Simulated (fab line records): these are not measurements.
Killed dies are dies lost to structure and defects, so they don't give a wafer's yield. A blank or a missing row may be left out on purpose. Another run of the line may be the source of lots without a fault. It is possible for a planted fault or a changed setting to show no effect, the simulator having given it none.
fab line records / flow berkeley_cmos170 / part 2 of 2: steps 24 to 31 of 31
record lots=5 wafers=15 last_day=13
route steps=331 shown CONTACT@227 M1@238 V1@254
lots that met no fault: from a run of the same line without faults
start_h: start of the lot's first displayed wafer, in hours after the record's first day / wait_h: hours since the lot's step before / " unchanged from the row above / L1.1+2: a single row standing in for several wafers / - value missing, or start not given / * or withheld: withheld / < > ~ a bound
route shown NAME@n: a module of which the file shows steps, and the number in the route of the first / usual: mean/standard deviation of fault-free wafers / same: alike in all rows / chamber/n: place in a boat / sites: the reading at each site / _std_site: how widely they spread, as a standard deviation / _edge_site: mean of outer sites minus mean of inner sites / radius_mm: for every site, how far away it sits from the centre of the wafer / mask NAME#n: copy n / behind: tool/chamber where the wafer was last shaped / hold: why the lot was held/for how many hours/how that ended / device: whichever transistor did not switch (one of n, p or np) / end of line: tests run on the same wafers once the route is complete / for a step that has no rows: nothing shown but its recipe / killed: dies lost to structure and defects at the first sort, not the wafer's yield / map: shows each die of a wafer: x if killed, . if not, _ if none is there
set.NAME: setting as actually run; set.NAME@STEP: the setting as run at that earlier step / model.NAME: the simulator's own value behind a step, which no gauge read
certain route steps with their lots: each step a table, each wafer a row
services: from which hour (start_h, from the record's first day; less than 0 if before it) a tool's chamber was out of use, for how many hours, and why
## steps
# step UCB170_M1_METAL_ETCH_12
# recipe chemistry=Cl2/BCl3 target=Al stop_on=PSG pressure_mtorr=12 target_depth_a=7800 over_etch_frac=0.3 time_s=130 icp_w=600 bias_w=120 Cl2_flow_sccm=90 bcl3_flow_sccm=45
# usual drypump_motor_current_A=5.5/0.59 mfc_cl2_sccm=90.02/0.25 oes_product_au=0.847/0.009 throttle_valve_pct=24.45/0.24
lot.wafer=L079.1 tool=rie_metal-01 chamber=1 start_h=211.01 wait_h=- drypump_motor_current_A=5.3 mfc_cl2_sccm=89.78 oes_product_au=0.839 rf_hours_counter_h=2.5 throttle_valve_pct=24.86
lot.wafer=L079.2 tool=rie_metal-01 chamber=0 start_h=211.01 wait_h=- drypump_motor_current_A=4.8 mfc_cl2_sccm=89.67 oes_product_au=0.837 rf_hours_counter_h=4.4 throttle_valve_pct=24.15
lot.wafer=L079.3 tool=rie_metal-01 chamber=1 start_h=211.01 wait_h=- drypump_motor_current_A=5.3 mfc_cl2_sccm=90.02 oes_product_au=0.847 rf_hours_counter_h=- throttle_valve_pct=24.86
lot.wafer=L087.1 tool=rie_metal-02 chamber=0 start_h=245.53 wait_h=- drypump_motor_current_A=5.1 mfc_cl2_sccm=90.20 oes_product_au=0.846 rf_hours_counter_h=5.7 throttle_valve_pct=24.61
lot.wafer=L087.4 tool=rie_metal-02 chamber=1 start_h=245.53 wait_h=- drypump_motor_current_A=6.5 mfc_cl2_sccm=90.18 oes_product_au=0.848 rf_hours_counter_h=- throttle_valve_pct=24.47
lot.wafer=L087.5 tool=rie_metal-02 chamber=0 start_h=245.53 wait_h=- drypump_motor_current_A=5.0 mfc_cl2_sccm=89.60 oes_product_au=0.848 rf_hours_counter_h=- throttle_valve_pct=24.60
lot.wafer=L092.2 tool=rie_metal-03 chamber=1 start_h=276.03 wait_h=- drypump_motor_current_A=6.0 mfc_cl2_sccm=90.06 oes_product_au=0.858 rf_hours_counter_h=3.6 throttle_valve_pct=24.24
lot.wafer=L092.3 tool=rie_metal-03 chamber=0 start_h=276.03 wait_h=- drypump_motor_current_A=5.6 mfc_cl2_sccm=89.70 oes_product_au=0.847 rf_hours_counter_h=- throttle_valve_pct=24.27
lot.wafer=L092.6 tool=rie_metal-03 chamber=1 start_h=276.03 wait_h=- drypump_motor_current_A=6.0 mfc_cl2_sccm=90.22 oes_product_au=0.861 rf_hours_counter_h=- throttle_valve_pct=24.24
lot.wafer=L093.1 tool=rie_metal-02 chamber=0 start_h=285.75 wait_h=- drypump_motor_current_A=5.0 mfc_cl2_sccm=90.18 oes_product_au=0.843 rf_hours_counter_h=6.7 throttle_valve_pct=24.61
lot.wafer=L093.3 tool=rie_metal-02 chamber=1 start_h=285.75 wait_h=- drypump_motor_current_A=6.5 mfc_cl2_sccm=90.08 oes_product_au=0.854 rf_hours_counter_h=- throttle_valve_pct=24.48
lot.wafer=L093.6 tool=rie_metal-02 chamber=0 start_h=285.75 wait_h=- drypump_motor_current_A=5.0 mfc_cl2_sccm=90.14 oes_product_au=0.846 rf_hours_counter_h=- throttle_valve_pct=24.61
lot.wafer=L094.1 tool=rie_metal-01 chamber=0 start_h=286.05 wait_h=- drypump_motor_current_A=4.8 mfc_cl2_sccm=90.08 oes_product_au=0.842 rf_hours_counter_h=6.1 throttle_valve_pct=24.16
lot.wafer=L094.3 tool=rie_metal-01 chamber=0 start_h=286.05 wait_h=- drypump_motor_current_A=4.8 mfc_cl2_sccm=90.21 oes_product_au=0.847 rf_hours_counter_h=- throttle_valve_pct=24.15
lot.wafer=L094.4 tool=rie_metal-01 chamber=1 start_h=286.05 wait_h=- drypump_motor_current_A=5.3 mfc_cl2_sccm=89.91 oes_product_au=0.845 rf_hours_counter_h=- throttle_valve_pct=24.84
# step UCB170_M1_STRIP_13
# recipe chemistry=O2 power_w=400 pressure_mtorr=3500 platen_temp_c=withheld o2_flow_sccm=400 overash_fraction=0.5
# usual drypump_motor_current_A=5.55/0.22 oes_product_au=0.719/0.0045
lot.wafer=L079.1 tool=plasma_asher-03 chamber=1 start_h=211.14 wait_h=0.1 drypump_motor_current_A=5.29 oes_product_au=0.720 rf_hours_counter_h=49
lot.wafer=L079.2 tool=plasma_asher-03 chamber=0 start_h=211.14 wait_h=0.1 drypump_motor_current_A=5.75 oes_product_au=0.722 rf_hours_counter_h=49
lot.wafer=L079.3 tool=plasma_asher-03 chamber=1 start_h=211.14 wait_h=0.1 drypump_motor_current_A=5.27 oes_product_au=0.731 rf_hours_counter_h=-
lot.wafer=L087.1 tool=plasma_asher-04 chamber=0 start_h=245.67 wait_h=0.1 drypump_motor_current_A=5.41 oes_product_au=0.721 rf_hours_counter_h=46
lot.wafer=L087.4 tool=plasma_asher-04 chamber=1 start_h=245.67 wait_h=0.1 drypump_motor_current_A=5.73 oes_product_au=0.718 rf_hours_counter_h=-
lot.wafer=L087.5 tool=plasma_asher-04 chamber=1 start_h=245.67 wait_h=0.1 drypump_motor_current_A=5.73 oes_product_au=0.715 rf_hours_counter_h=-
lot.wafer=L092.2 tool=plasma_asher-04 chamber=1 start_h=276.16 wait_h=0.1 drypump_motor_current_A=5.71 oes_product_au=0.714 rf_hours_counter_h=49
lot.wafer=L092.3 tool=plasma_asher-04 chamber=1 start_h=276.16 wait_h=0.1 drypump_motor_current_A=5.70 oes_product_au=0.713 rf_hours_counter_h=-
lot.wafer=L092.6 tool=plasma_asher-04 chamber=0 start_h=276.16 wait_h=0.1 drypump_motor_current_A=5.41 oes_product_au=0.725 rf_hours_counter_h=-
lot.wafer=L093.1 tool=plasma_asher-02 chamber=1 start_h=285.89 wait_h=0.1 drypump_motor_current_A=5.33 oes_product_au=0.726 rf_hours_counter_h=58
lot.wafer=L093.3 tool=plasma_asher-02 chamber=0 start_h=285.89 wait_h=0.1 drypump_motor_current_A=5.90 oes_product_au=0.720 rf_hours_counter_h=-
lot.wafer=L093.6 tool=plasma_asher-02 chamber=0 start_h=285.89 wait_h=0.1 drypump_motor_current_A=5.91 oes_product_au=0.724 rf_hours_counter_h=-
lot.wafer=L094.1 tool=plasma_asher-03 chamber=1 start_h=286.18 wait_h=0.1 drypump_motor_current_A=5.30 oes_product_au=0.717 rf_hours_counter_h=58
lot.wafer=L094.3 tool=plasma_asher-03 chamber=0 start_h=286.18 wait_h=0.1 drypump_motor_current_A=5.77 oes_product_au=0.722 rf_hours_counter_h=-
lot.wafer=L094.4 tool=plasma_asher-03 chamber=1 start_h=286.18 wait_h=0.1 drypump_motor_current_A=5.28 oes_product_au=0.717 rf_hours_counter_h=-
# step UCB170_M1_CD_MEAS_90
# recipe target_cd_nm=700
# usual cd_nm=700.1/2.7
lot.wafer=L079.1 tool=cd_sem-01 chamber=- start_h=211.24 wait_h=0.1 cd_nm=698.3
lot.wafer=L079.2 tool=cd_sem-01 chamber=- start_h=211.24 wait_h=0.1 cd_nm=700.8
lot.wafer=L079.3 tool=cd_sem-01 chamber=- start_h=211.24 wait_h=0.1 cd_nm=700.9
lot.wafer=L087.1 tool=cd_sem-01 chamber=- start_h=245.86 wait_h=0.2 cd_nm=695.6
lot.wafer=L087.4 tool=cd_sem-01 chamber=- start_h=245.86 wait_h=0.2 cd_nm=691.6
lot.wafer=L087.5 tool=cd_sem-01 chamber=- start_h=245.86 wait_h=0.2 cd_nm=695.8
lot.wafer=L092.2 tool=cd_sem-01 chamber=- start_h=276.28 wait_h=0.1 cd_nm=699.0
lot.wafer=L092.3 tool=cd_sem-01 chamber=- start_h=276.28 wait_h=0.1 cd_nm=700.9
lot.wafer=L092.6 tool=cd_sem-01 chamber=- start_h=276.28 wait_h=0.1 cd_nm=698.7
lot.wafer=L093.1 tool=cd_sem-01 chamber=- start_h=285.99 wait_h=0.1 cd_nm=702.2
lot.wafer=L093.3 tool=cd_sem-01 chamber=- start_h=285.99 wait_h=0.1 cd_nm=699.5
lot.wafer=L093.6 tool=cd_sem-01 chamber=- start_h=285.99 wait_h=0.1 cd_nm=701.8
lot.wafer=L094.1 tool=cd_sem-01 chamber=- start_h=286.28 wait_h=0.1 cd_nm=705.4
lot.wafer=L094.3 tool=cd_sem-01 chamber=- start_h=286.28 wait_h=0.1 cd_nm=703.5
lot.wafer=L094.4 tool=cd_sem-01 chamber=- start_h=286.28 wait_h=0.1 cd_nm=701.4
# step UCB170_M1_ANNEAL_14
# recipe temp_c=400 time_s=1200 ambient=forming_gas
# usual spike_tc_centre_C=401.2/0.96 spike_tc_load_C=421.6/1.1 zone_power_source_pct=6.44/0.058
lot.wafer=L079.1 tool=furnace-03 chamber=0 start_h=212.33 wait_h=1.1 spike_tc_centre_C=400.8 spike_tc_load_C=421.5 zone_power_source_pct=6.45
lot.wafer=L079.2 tool=furnace-03 chamber=0 start_h=212.33 wait_h=1.1 spike_tc_centre_C=401.1 spike_tc_load_C=420.9 zone_power_source_pct=6.44
lot.wafer=L079.3 tool=furnace-03 chamber=0 start_h=212.33 wait_h=1.1 spike_tc_centre_C=401.6 spike_tc_load_C=423.5 zone_power_source_pct=6.36
lot.wafer=L087.1 tool=furnace-03 chamber=0 start_h=247.20 wait_h=1.3 spike_tc_centre_C=401.2 spike_tc_load_C=422.2 zone_power_source_pct=6.54
lot.wafer=L087.4 tool=furnace-03 chamber=0 start_h=247.20 wait_h=1.3 spike_tc_centre_C=400.8 spike_tc_load_C=421.5 zone_power_source_pct=6.48
lot.wafer=L087.5 tool=furnace-03 chamber=0 start_h=247.20 wait_h=1.3 spike_tc_centre_C=401.5 spike_tc_load_C=422.2 zone_power_source_pct=6.42
lot.wafer=L092.2 tool=furnace-03 chamber=0 start_h=276.38 wait_h=0.1 spike_tc_centre_C=401.4 spike_tc_load_C=420.8 zone_power_source_pct=6.47
lot.wafer=L092.3 tool=furnace-03 chamber=0 start_h=276.38 wait_h=0.1 spike_tc_centre_C=403.0 spike_tc_load_C=422.7 zone_power_source_pct=6.52
lot.wafer=L092.6 tool=furnace-03 chamber=0 start_h=276.38 wait_h=0.1 spike_tc_centre_C=399.7 spike_tc_load_C=421.9 zone_power_source_pct=6.40
lot.wafer=L093.1 tool=furnace-03 chamber=0 start_h=286.11 wait_h=0.1 spike_tc_centre_C=401.9 spike_tc_load_C=421.6 zone_power_source_pct=6.44
lot.wafer=L093.3 tool=furnace-03 chamber=0 start_h=286.11 wait_h=0.1 spike_tc_centre_C=401.1 spike_tc_load_C=422.2 zone_power_source_pct=6.52
lot.wafer=L093.6 tool=furnace-03 chamber=0 start_h=286.11 wait_h=0.1 spike_tc_centre_C=400.5 spike_tc_load_C=420.7 zone_power_source_pct=6.45
lot.wafer=L094.1 tool=furnace-03 chamber=0 start_h=287.44 wait_h=1.1 spike_tc_centre_C=401.7 spike_tc_load_C=424.3 zone_power_source_pct=6.47
lot.wafer=L094.3 tool=furnace-03 chamber=0 start_h=287.44 wait_h=1.1 spike_tc_centre_C=402.7 spike_tc_load_C=421.7 zone_power_source_pct=6.44
lot.wafer=L094.4 tool=furnace-03 chamber=0 start_h=287.44 wait_h=1.1 spike_tc_centre_C=399.7 spike_tc_load_C=423.5 zone_power_source_pct=6.47
# step UCB170_V1_CVD_00
# recipe material=SiO2 target_thk_nm=2000 temp_c=390 precursor=TEOS/O2 time_s=250 rf_w=550 pressure_mtorr=9000
# usual heater_power_w=265/51 susceptor_temp_C=390.01/0.24
lot.wafer=L079.1 tool=pecvd-02 chamber=2 start_h=213.67 wait_h=0.0 heater_power_w=304 susceptor_temp_C=390.00
lot.wafer=L079.2 tool=pecvd-02 chamber=1 start_h=213.67 wait_h=0.0 heater_power_w=283 susceptor_temp_C=389.86
lot.wafer=L079.3 tool=pecvd-02 chamber=0 start_h=213.67 wait_h=0.0 heater_power_w=331 susceptor_temp_C=390.08
lot.wafer=L087.1 tool=pecvd-02 chamber=2 start_h=248.53 wait_h=0.0 heater_power_w=263 susceptor_temp_C=389.65
lot.wafer=L087.4 tool=pecvd-02 chamber=0 start_h=248.53 wait_h=0.0 heater_power_w=333 susceptor_temp_C=390.39
lot.wafer=L087.5 tool=pecvd-02 chamber=1 start_h=248.53 wait_h=0.0 heater_power_w=200 susceptor_temp_C=390.09
lot.wafer=L092.2 tool=pecvd-03 chamber=2 start_h=277.72 wait_h=0.0 heater_power_w=292 susceptor_temp_C=390.34
lot.wafer=L092.3 tool=pecvd-03 chamber=0 start_h=277.72 wait_h=0.0 heater_power_w=297 susceptor_temp_C=389.77
lot.wafer=L092.6 tool=pecvd-03 chamber=2 start_h=277.72 wait_h=0.0 heater_power_w=238 susceptor_temp_C=390.26
lot.wafer=L093.1 tool=pecvd-01 chamber=2 start_h=287.44 wait_h=0.0 heater_power_w=273 susceptor_temp_C=390.39
lot.wafer=L093.3 tool=pecvd-01 chamber=1 start_h=287.44 wait_h=0.0 heater_power_w=390 susceptor_temp_C=389.41
lot.wafer=L093.6 tool=pecvd-01 chamber=2 start_h=287.44 wait_h=0.0 heater_power_w=320 susceptor_temp_C=389.68
lot.wafer=L094.1 tool=pecvd-03 chamber=2 start_h=288.77 wait_h=0.0 heater_power_w=312 susceptor_temp_C=389.70
lot.wafer=L094.3 tool=pecvd-03 chamber=0 start_h=288.77 wait_h=0.0 heater_power_w=266 susceptor_temp_C=390.30
lot.wafer=L094.4 tool=pecvd-03 chamber=2 start_h=288.77 wait_h=0.0 heater_power_w=231 susceptor_temp_C=390.07
# step UCB170_V1_THK_MEAS_01
# recipe reads=SiO2_of_V1_CVD_00
# usual V1_TEOS_THK=2001/28
lot.wafer=L079.1 tool=film_metro-03 chamber=- start_h=213.82 wait_h=0.1 V1_TEOS_THK[nm]=2002
lot.wafer=L079.2 tool=film_metro-03 chamber=- start_h=213.82 wait_h=0.1 V1_TEOS_THK[nm]=1982
lot.wafer=L079.3 tool=film_metro-03 chamber=- start_h=213.82 wait_h=0.1 V1_TEOS_THK[nm]=1953
lot.wafer=L087.1 tool=film_metro-01 chamber=- start_h=248.69 wait_h=0.1 V1_TEOS_THK[nm]=2012
lot.wafer=L087.4 tool=film_metro-01 chamber=- start_h=248.69 wait_h=0.1 V1_TEOS_THK[nm]=2009
lot.wafer=L087.5 tool=film_metro-01 chamber=- start_h=248.69 wait_h=0.1 V1_TEOS_THK[nm]=2037
lot.wafer=L092.2 tool=film_metro-03 chamber=- start_h=277.88 wait_h=0.1 V1_TEOS_THK[nm]=2006
lot.wafer=L092.3 tool=film_metro-03 chamber=- start_h=277.88 wait_h=0.1 V1_TEOS_THK[nm]=1983
lot.wafer=L092.6 tool=film_metro-03 chamber=- start_h=277.88 wait_h=0.1 V1_TEOS_THK[nm]=2047
lot.wafer=L093.1 tool=film_metro-04 chamber=- start_h=287.64 wait_h=0.1 V1_TEOS_THK[nm]=2024
lot.wafer=L093.3 tool=film_metro-04 chamber=- start_h=287.64 wait_h=0.1 V1_TEOS_THK[nm]=1997
lot.wafer=L093.6 tool=film_metro-04 chamber=- start_h=287.64 wait_h=0.1 V1_TEOS_THK[nm]=2040
lot.wafer=L094.1 tool=film_metro-04 chamber=- start_h=288.93 wait_h=0.1 V1_TEOS_THK[nm]=2002
lot.wafer=L094.3 tool=film_metro-04 chamber=- start_h=288.93 wait_h=0.1 V1_TEOS_THK[nm]=2010
lot.wafer=L094.4 tool=film_metro-04 chamber=- start_h=288.93 wait_h=0.1 V1_TEOS_THK[nm]=2044
# step UCB170_V1_CMP_02
# recipe material=SiO2 down_force_psi=6 platen_rpm=60 pad_velocity_m_s=0.75398
# usual motor_current_A=15.9/1.4 retaining_ring_pressure_frac=0.999/0.0051
lot.wafer=L079.2 tool=cmp-01 chamber=3 start_h=213.88 wait_h=0.0 motor_current_A=18.4 retaining_ring_pressure_frac=1.003
lot.wafer=L079.3 tool=cmp-01 chamber=1 start_h=213.88 wait_h=0.0 motor_current_A=14.4 retaining_ring_pressure_frac=0.998
lot.wafer=L079.1 tool=cmp-01 chamber=2 start_h=213.88 wait_h=0.0 motor_current_A=18.0 retaining_ring_pressure_frac=0.994
lot.wafer=L087.1 tool=cmp-02 chamber=2 start_h=248.75 wait_h=0.1 motor_current_A=13.6 retaining_ring_pressure_frac=0.998
lot.wafer=L087.4 tool=cmp-02 chamber=1 start_h=248.75 wait_h=0.1 motor_current_A=15.9 retaining_ring_pressure_frac=1.002
lot.wafer=L087.5 tool=cmp-02 chamber=2 start_h=248.75 wait_h=0.1 motor_current_A=14.4 retaining_ring_pressure_frac=0.997
lot.wafer=L092.2 tool=cmp-01 chamber=0 start_h=277.93 wait_h=0.0 motor_current_A=16.2 retaining_ring_pressure_frac=0.997
lot.wafer=L092.3 tool=cmp-01 chamber=1 start_h=277.93 wait_h=0.0 motor_current_A=15.0 retaining_ring_pressure_frac=0.989
lot.wafer=L092.6 tool=cmp-01 chamber=0 start_h=277.93 wait_h=0.0 motor_current_A=15.2 retaining_ring_pressure_frac=0.995
lot.wafer=L093.3 tool=cmp-01 chamber=0 start_h=287.70 wait_h=0.0 motor_current_A=15.3 retaining_ring_pressure_frac=1.000
lot.wafer=L093.1 tool=cmp-01 chamber=3 start_h=287.70 wait_h=0.0 motor_current_A=17.2 retaining_ring_pressure_frac=1.002
lot.wafer=L093.6 tool=cmp-01 chamber=0 start_h=287.70 wait_h=0.0 motor_current_A=14.5 retaining_ring_pressure_frac=1.000
lot.wafer=L094.1 tool=cmp-02 chamber=2 start_h=288.99 wait_h=0.1 motor_current_A=14.4 retaining_ring_pressure_frac=1.001
lot.wafer=L094.4 tool=cmp-02 chamber=0 start_h=288.99 wait_h=0.1 motor_current_A=15.1 retaining_ring_pressure_frac=1.003
lot.wafer=L094.3 tool=cmp-02 chamber=1 start_h=288.99 wait_h=0.1 motor_current_A=14.9 retaining_ring_pressure_frac=1.008
# step UCB170_V1_BOW_MEAS_03
# recipe mode=bow
# usual V1_BOW=19/6.2
lot.wafer=L079.1 tool=film_metro-03 chamber=- start_h=214.18 wait_h=0.1 V1_BOW[um]=18
lot.wafer=L079.2 tool=film_metro-03 chamber=- start_h=214.18 wait_h=0.1 V1_BOW[um]=14
lot.wafer=L079.3 tool=film_metro-03 chamber=- start_h=214.18 wait_h=0.1 V1_BOW[um]=13
lot.wafer=L087.1 tool=film_metro-03 chamber=- start_h=249.05 wait_h=0.2 V1_BOW[um]=24
lot.wafer=L087.4 tool=film_metro-03 chamber=- start_h=249.05 wait_h=0.2 V1_BOW[um]=9
lot.wafer=L087.5 tool=film_metro-03 chamber=- start_h=249.05 wait_h=0.2 V1_BOW[um]=24
lot.wafer=L092.2 tool=film_metro-04 chamber=- start_h=278.25 wait_h=0.3 V1_BOW[um]=20
lot.wafer=L092.3 tool=film_metro-04 chamber=- start_h=278.25 wait_h=0.3 V1_BOW[um]=15
lot.wafer=L092.6 tool=film_metro-04 chamber=- start_h=278.25 wait_h=0.3 V1_BOW[um]=27
lot.wafer=L093.1 tool=film_metro-03 chamber=- start_h=288.00 wait_h=0.1 V1_BOW[um]=12
lot.wafer=L093.3 tool=film_metro-03 chamber=- start_h=288.00 wait_h=0.1 V1_BOW[um]=27
lot.wafer=L093.6 tool=film_metro-03 chamber=- start_h=288.00 wait_h=0.1 V1_BOW[um]=14
lot.wafer=L094.1 tool=film_metro-01 chamber=- start_h=289.29 wait_h=0.2 V1_BOW[um]=17
lot.wafer=L094.3 tool=film_metro-01 chamber=- start_h=289.29 wait_h=0.2 V1_BOW[um]=15
lot.wafer=L094.4 tool=film_metro-01 chamber=- start_h=289.29 wait_h=0.2 V1_BOW[um]=20
## services
tool=pecvd-02 chamber=0 start_h=186.31 hours=19.8 kind=repair
tool=pecvd-02 chamber=- start_h=189.43 hours=0.9 kind=repair
tool=cmp-01 chamber=- start_h=196.15 hours=2.4 kind=repair
tool=rie_metal-02 chamber=1 start_h=197.20 hours=10.1 kind=repair
tool=pvd_sputter-02 chamber=- start_h=197.43 hours=1.5 kind=repair
tool=krf_scanner-01 chamber=- start_h=202.54 hours=0.8 kind=pm
tool=rie_diel-04 chamber=1 start_h=203.94 hours=16.2 kind=repair
tool=krf_scanner-02 chamber=- start_h=206.17 hours=0.4 kind=repair
tool=krf_scanner-02 chamber=- start_h=211.51 hours=1.3 kind=pm
tool=krf_scanner-02 chamber=- start_h=212.81 hours=7.2 kind=pm
tool=rie_diel-04 chamber=- start_h=216.73 hours=1.0 kind=repair
tool=rie_diel-01 chamber=- start_h=218.41 hours=0.4 kind=repair
tool=pecvd-03 chamber=- start_h=228.62 hours=2.8 kind=pm
tool=rie_diel-04 chamber=0 start_h=229.30 hours=4.0 kind=repair
tool=cmp-02 chamber=- start_h=232.00 hours=4.0 kind=pm
tool=cmp-01 chamber=- start_h=240.98 hours=1.5 kind=repair
tool=rie_diel-02 chamber=0 start_h=241.19 hours=1.7 kind=repair
tool=pecvd-03 chamber=0 start_h=245.98 hours=4.8 kind=repair
tool=wet_bench-03 chamber=- start_h=249.58 hours=4.4 kind=pm
tool=cmp-02 chamber=- start_h=251.47 hours=0.9 kind=repair
tool=pecvd-03 chamber=- start_h=256.40 hours=0.6 kind=repair
tool=krf_scanner-01 chamber=- start_h=265.98 hours=1.0 kind=pm
tool=plasma_asher-04 chamber=- start_h=277.98 hours=1.4 kind=repair
tool=rie_diel-01 chamber=2 start_h=288.55 hours=6.4 kind=repair
